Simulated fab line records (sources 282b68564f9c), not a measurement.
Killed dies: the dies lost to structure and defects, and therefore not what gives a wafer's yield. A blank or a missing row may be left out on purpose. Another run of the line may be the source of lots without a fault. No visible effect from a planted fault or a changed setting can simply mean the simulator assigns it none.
Which of the tools did it? | flow rit-cmos | 14 lots, 42 wafers sampled, at 2 steps of a route of 202

WHAT EACH GAUGE READ, for each wafer
The record holds no reading of a measuring or inspecting step that can be judged against a usual standard deviation.

EACH LOT AND THE TOOL THAT RAN IT (in order: tool; ch and the chambers of the sampled wafers; start)
lot  | RIT_PSD_SOFTBAKE_02              | RIT_M1_PROBE_99
L832 | litho-track-01 ch 0, day 3 05:21 | -
L835 | litho-track-02 ch 0, day 3 20:34 | prober-02, day 4 06:42
L836 | litho-track-03 ch 0, day 4 01:11 | -
L837 | litho-track-02 ch 0, day 4 08:32 | -
L838 | litho-track-01 ch 0, day 4 12:25 | -
L839 | litho-track-03 ch 0, day 4 18:15 | prober-02, day 5 03:34
L841 | litho-track-02 ch 0, day 5 01:53 | -
L842 | litho-track-02 ch 0, day 5 08:55 | -
L846 | litho-track-01 ch 0, day 6 02:12 | -
L847 | litho-track-02 ch 0, day 6 07:19 | prober-02, day 6 17:50
L848 | litho-track-03 ch 0, day 6 13:58 | prober-01, day 6 23:43
L849 | litho-track-03 ch 0, day 6 18:40 | prober-02, day 7 03:47
L852 | litho-track-01 ch 0, day 7 08:32 | prober-01, day 7 17:58
L854 | litho-track-01 ch 0, day 7 21:33 | -
- RIT_PSD_SOFTBAKE_02: time 60 s.
- RIT_M1_PROBE_99

WHAT THE TOOLS THEMSELVES READ (means of the sampled wafers that have a number; where no wafer has one, the mark that the record gives instead)
RIT_PSD_SOFTBAKE_02. Usual: heater-power-total-W 34.56 W, standard deviation 0.049; plate-temp-C 89.97 C, standard deviation 0.13.
lot  | tool           | heater-power-total-W (W) | plate-temp-C (C) | flag
L832 | litho-track-01 | 34.55                    | 89.95            |
L835 | litho-track-02 | 34.56                    | 90.05            |
L836 | litho-track-03 | 34.57                    | 89.69            |
L837 | litho-track-02 | 34.56                    | 90.08            |
L838 | litho-track-01 | 34.56                    | 90.20            |
L839 | litho-track-03 | 34.58                    | 89.90            |
L841 | litho-track-02 | 34.61                    | 90.01            |
L842 | litho-track-02 | 34.58                    | 89.89            |
L846 | litho-track-01 | 34.53                    | 89.97            |
L847 | litho-track-02 | 34.60                    | 90.02            |
L848 | litho-track-03 | 36.45                    | -                | OFF
L849 | litho-track-03 | 36.50                    | -                | OFF
L852 | litho-track-01 | 34.56                    | 89.88            |
L854 | litho-track-01 | 34.49                    | 89.88            |

RIT_M1_PROBE_99. Usual: killed-at-contacts 0.0, standard deviation 0.22; killed-at-front-end 7, standard deviation 3; killed-dies 7, standard deviation 3.1; killed-open 3.4, standard deviation 2.1; killed-short 3.2, standard deviation 1.9.
lot  | tool      | killed-at-contacts | killed-at-front-end | killed-dies | killed-open | killed-short | flag
L835 | prober-02 | 0.3                | 9                   | 9           | 6.3         | 2.7          |
L839 | prober-02 | 0.0                | 6                   | 6           | 3.0         | 2.7          |
L847 | prober-02 | 0.0                | 6                   | 6           | 2.3         | 4.0          |
L848 | prober-01 | 0.0                | 6                   | 6           | 3.3         | 2.3          |
L849 | prober-02 | 0.0                | 7                   | 7           | 3.7         | 3.7          |
L852 | prober-01 | 0.0                | 5                   | 5           | 2.0         | 2.7          |

THE ANSWER, worked out from the rows above alone
Rule: lot off if the mean of its wafers having a number is beyond 3 standard deviations from the usual mean. Also off: a lot with no number at a reading for which 4 or more lots have one. Where the step has rows for the other lots, those lots are counted as sound. The gauges are gone through in route order, then the tools' own readings, and for those a lot's mean is taken as printed above. The first step at which some lot is off is used, and at that step the reading that is off furthest; a lot without a number counts as furthest.
Off: L848, L849, at RIT_PSD_SOFTBAKE_02 (plate-temp-C). Without a number there: L848, L849.
If a tool, at that step or one of the process steps before it, ran each lot that is off and ran no sound lot following the first of them, it fits. One candidate fits, namely litho-track-03 at RIT_PSD_SOFTBAKE_02. Its last sound lot is L839 (day 4 18:15), its first lot that is off L848 (day 6 13:58): a fault that began between those two fits.
The tool's own readings at RIT_PSD_SOFTBAKE_02 bear it out: on the lots that are off they differ by more than 5 times the standard deviation of the sound lots' means. heater-power-total-W reads 36.48 W there against 34.56 W on the sound lots.
Blank at RIT_PSD_SOFTBAKE_02 on the lots that are off, where sound lots have numbers: plate-temp-C.

WHAT THE SIMULATOR HAD PUT IN
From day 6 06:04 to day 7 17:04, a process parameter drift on litho-track-03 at RIT_PSD_SOFTBAKE_02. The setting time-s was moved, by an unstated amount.
Struck lots among those shown: L848, L849. The same result came from the rule above.
